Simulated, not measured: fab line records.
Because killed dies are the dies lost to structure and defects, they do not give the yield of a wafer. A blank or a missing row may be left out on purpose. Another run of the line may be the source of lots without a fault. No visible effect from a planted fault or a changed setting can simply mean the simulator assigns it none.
2 desks, one fault :: flow berkeleyCmos170 :: numbers are kept per desk, each desk with only its own; the story behind them comes last

== AT THE METROLOGY DESK ==
What the gauges read for every lot (on any tool): the sampled wafers with a number, averaged. Any lot whose mean is over 4 standard deviations away from the usual mean is out of limits and marked OUT; that distance is given in the brackets.
Columns: A = ACTIVE_OXIDE_THK at UCB170_ACTIVE_THK_MEAS_03, usual 26.4 nm
lot: L990
first seen here: day 4 09:28
A: 26.7

lot: L991
first seen here: day 4 18:34
A: 27.0

lot: L992
first seen here: day 5 07:09
A: 26.0

lot: L993
first seen here: day 5 07:09
A: 26.7

lot: L998
first seen here: day 6 04:28
A: 26.8

lot: L997
first seen here: day 6 04:28
A: 26.0

lot: L999
first seen here: day 6 12:50
A: 25.5

lot: L102
first seen here: day 7 01:14
A: 26.0

lot: L103
first seen here: day 7 10:16
A: 25.8

lot: L104
first seen here: day 7 21:35
A: 26.1

lot: L105
first seen here: day 7 21:35
A: 25.6

lot: L107
first seen here: day 8 08:45
A: 26.6

lot: L109
first seen here: day 8 08:45
A: 26.2

lot: L110
first seen here: day 8 18:25
A: 26.8
Result from this desk: across the 14 lots, nothing is out of limits.

== FOR THE TOOL OWNER'S DESK: rieDiel-02 ==
The tool's own readings at UCB170_V1_ETCH_14 (etches SiO2 in CHF3/CF4/Ar, stops on Al, target depth 1250 nm, time 291 s): means of the sampled wafers that have a number, for each lot that ran on this tool. Any lot whose mean is over 4 standard deviations away from the usual mean is out of limits and marked OUT; that distance is given in the brackets.
Columns: A = drypumpMotorCurrentA at UCB170_V1_ETCH_14, usual 5.9 A; B = oesProductAu at UCB170_V1_ETCH_14, usual 0.861 a.u.; C = throttleValvePct at UCB170_V1_ETCH_14, usual 6.92 %
lot: L991
first seen here: day 8 22:46
A: 6.3
B: 0.858
C: 6.90

lot: L992
first seen here: day 9 08:40
A: 6.1
B: 0.857
C: 6.95

lot: L998
first seen here: day 10 01:43
A: 6.1
B: 0.860
C: 7.01

lot: L103
first seen here: day 11 12:59
A: 6.2
B: 0.862
C: 6.86

lot: L109
first seen here: day 12 09:17
A: 6.1
B: 0.854
C: 7.05

lot: L110
first seen here: day 12 16:55
A: 6.2
B: 0.848
C: 6.94
Result from this desk: across the 6 lots, nothing is out of limits.

== TAKEN TOGETHER ==
At the metrology desk, nothing out of limits was observed.
The desk of the tool owner found nothing out of limits.

== WHAT HAD BEEN PUT IN BY THE SIMULATOR ==
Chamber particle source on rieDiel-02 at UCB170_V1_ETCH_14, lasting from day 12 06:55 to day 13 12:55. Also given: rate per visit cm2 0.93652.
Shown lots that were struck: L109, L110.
